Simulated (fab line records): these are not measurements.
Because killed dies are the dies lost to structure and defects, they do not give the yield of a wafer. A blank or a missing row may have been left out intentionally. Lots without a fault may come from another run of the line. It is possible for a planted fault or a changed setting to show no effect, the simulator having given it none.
A lot that was struck, set against a sound lot || flow rit_cmos || 34 steps out of a route of 202
Sound: these wafers, L410.2, L410.5, L410.6. Struck: wafers L424.4, L424.5, L424.6. The cause is named last.
For every step that has rows: the tool of each side, followed by ch and its chambers, followed by its first start. Under that, the readings that differ: sound wafers || struck wafers || difference of the means || sigmas: that difference in standard deviations of wafers without a fault.
alike: words and numbers the same on both sides, and readings whose means are apart by under 2 such deviations; not compared: readings that were withheld, readings missing a value for some wafer, numbers with overlapping values and no deviation given by the record, and bounds like >300 which may hide the same value.
The two part at a step that has a row with sigmas, a row that says differs or no value, or rows on one side only. Non-overlapping numbers with no deviation appear without sigmas and do not part them. Lack of a reading on every wafer of one side parts them only where that side has two or more wafers.

RIT_ACTIVE_BOW_MEAS_00:
  sound on film_metro-01 at day 2 11:01; struck on film_metro-03 at day 5 09:04
  alike: INCOMING_BOW
then, 1 step without rows for these wafers: RIT_ACTIVE_OXIDATION_01 (target thk 46.8 nm, ox time 3360 s).
RIT_ACTIVE_THK_MEAS_02:
  sound on film_metro-01 at day 2 13:49; struck on film_metro-01 at day 5 11:51
  alike: ACTIVE_OXIDE_THK
RIT_ACTIVE_CVD_03: deposits Si3N4 from SiH2Cl2/NH3, target thk 150 nm, time 1500 s.
  sound on lpcvd-02 ch 1, day 2 13:52; struck on lpcvd-01 ch 0, day 5 11:53
  alike: susceptor_temp_C
RIT_ACTIVE_THK_MEAS_04:
  sound on film_metro-03 at day 2 15:17; struck on film_metro-03 at day 5 13:20
  alike: ACTIVE_NITRIDE_THK
then, 6 steps without rows for these wafers: RIT_ACTIVE_HMDS_05 (prime time 60 s); RIT_ACTIVE_COAT_06 (resist thk 1000 nm); RIT_ACTIVE_SOFTBAKE_07 (time 60 s); RIT_ACTIVE_EXPOSE_08 (exposes mask M1, target cd 1400 nm); RIT_ACTIVE_PEB_09; RIT_ACTIVE_DEVELOP_10 (develop time 50 s).
RIT_ACTIVE_CD_MEAS_11: target cd 1400 nm.
  sound on cd_sem-01 at day 2 16:20; struck on cd_sem-02 at day 5 14:23
{"reading": "cd_nm (nm)", "sound": "1396.9 1398.0 1398.0", "struck": "1402.1 1403.0 1401.5", "difference": "+4.6", "sigmas": "+2"}
then, 1 step without rows for these wafers: RIT_ACTIVE_HARDBAKE_12 (time 60 s).
RIT_ACTIVE_ETCH_13: etches Si3N4 in SF6, stops on SiO2, time 210 s, target depth 210 nm.
  sound on rie_diel-02 ch 0,1, day 2 16:35; struck on rie_diel-03 ch 1,2,3, day 5 14:47
  alike: drypump_motor_current_A, oes_product_au, throttle_valve_pct
  not compared: rf_hours_counter_h
RIT_ACTIVE_STRIP_14: strips in O2, time 180 s.
  sound on plasma_asher-02 ch 0,1, day 2 16:43; struck on plasma_asher-02 ch 0,1, day 5 14:55
  alike: drypump_motor_current_A
  not compared: rf_hours_counter_h
RIT_ACTIVE_CD_MEAS_90: target cd 1400 nm.
  sound on cd_sem-01 at day 2 16:55; struck on cd_sem-01 at day 5 15:05
{"reading": "cd_nm (nm)", "sound": "1397.1 1398.2 1397.7", "struck": "1401.9 1403.1 1401.8", "difference": "+4.6", "sigmas": "+2"}
then, 4 steps without rows for these wafers: RIT_ACTIVE_CLEAN_15 (cleans in SC1, time 600 s); RIT_ACTIVE_CLEAN_16 (cleans in dHF, time 30 s); RIT_ACTIVE_CLEAN_17 (cleans in SC2, time 600 s); RIT_FOX1_OXIDATION_00 (target thk 350.7 nm, ox time 1130 s).
RIT_FOX1_THK_MEAS_01:
  sound on film_metro-04 at day 2 20:14; struck on film_metro-04 at day 5 16:52
  alike: FOX1_OXIDE_THK
then, 2 steps without rows for these wafers: RIT_FOX1_WET_ETCH_02 (etches SiO2 in BOE, target depth 350 nm, time 390 s); RIT_FOX2_OXIDATION_00 (target thk 350.7 nm, ox time 1130 s).
RIT_FOX2_THK_MEAS_01:
  sound on film_metro-04 at day 2 23:07; struck on film_metro-02 at day 5 19:15
  alike: FOX2_OXIDE_THK
then, 2 steps without rows for these wafers: RIT_FOX2_CLEAN_02 (cleans in dHF, time 180 s); RIT_FOX2_WET_ETCH_03 (etches Si3N4 in H3PO4, target depth 195 nm, time 2700 s).
RIT_FOX2_THK_MEAS_90:
  sound on film_metro-02 at day 3 00:13; struck on film_metro-02 at day 5 20:08
  alike: FIELD_OXIDE_LEFT_1_THK
then, 2 steps without rows for these wafers: RIT_NWELL_HMDS_00 (prime time 60 s); RIT_NWELL_COAT_01 (resist thk 1300 nm).
RIT_NWELL_SOFTBAKE_02: time 61.45 s.
  sound on litho_track-01 ch 0, day 3 00:43; struck on litho_track-03 ch 0, day 5 20:36
  alike: heater_power_total_W, plate_sensor_t_centre_C, plate_sensor_t_edge_C
then, 3 steps without rows for these wafers: RIT_NWELL_EXPOSE_03 (exposes mask M2, target cd 43900 nm); RIT_NWELL_PEB_04; RIT_NWELL_DEVELOP_05 (develop time 68 s).
RIT_M1_PROBE_99:
  sound on prober-02 at day 4 23:39; struck on prober-01 at day 7 11:59
{"reading": "hold", "sound": "- - -", "struck": "await_dispo/3.1h/release await_dispo/3.1h/release await_dispo/3.1h/release", "difference": "no value on the sound wafers", "sigmas": ""}
{"reading": "killed_at_front_end", "sound": "6 10 5", "struck": "30 29 33", "difference": "+24", "sigmas": "+8"}
{"reading": "killed_dies", "sound": "6 10 5", "struck": "30 29 33", "difference": "+24", "sigmas": "+8"}
{"reading": "killed_on_rim", "sound": "0 3 1", "struck": "11 9 10", "difference": "+9", "sigmas": "+6"}
  alike: killed_at_contacts, killed_open, killed_short

## WHERE THEY PART
Last at RIT_M1_PROBE_99 as far as this record goes, first at RIT_ACTIVE_CD_MEAS_11.

WHY: what had been put in by the simulator
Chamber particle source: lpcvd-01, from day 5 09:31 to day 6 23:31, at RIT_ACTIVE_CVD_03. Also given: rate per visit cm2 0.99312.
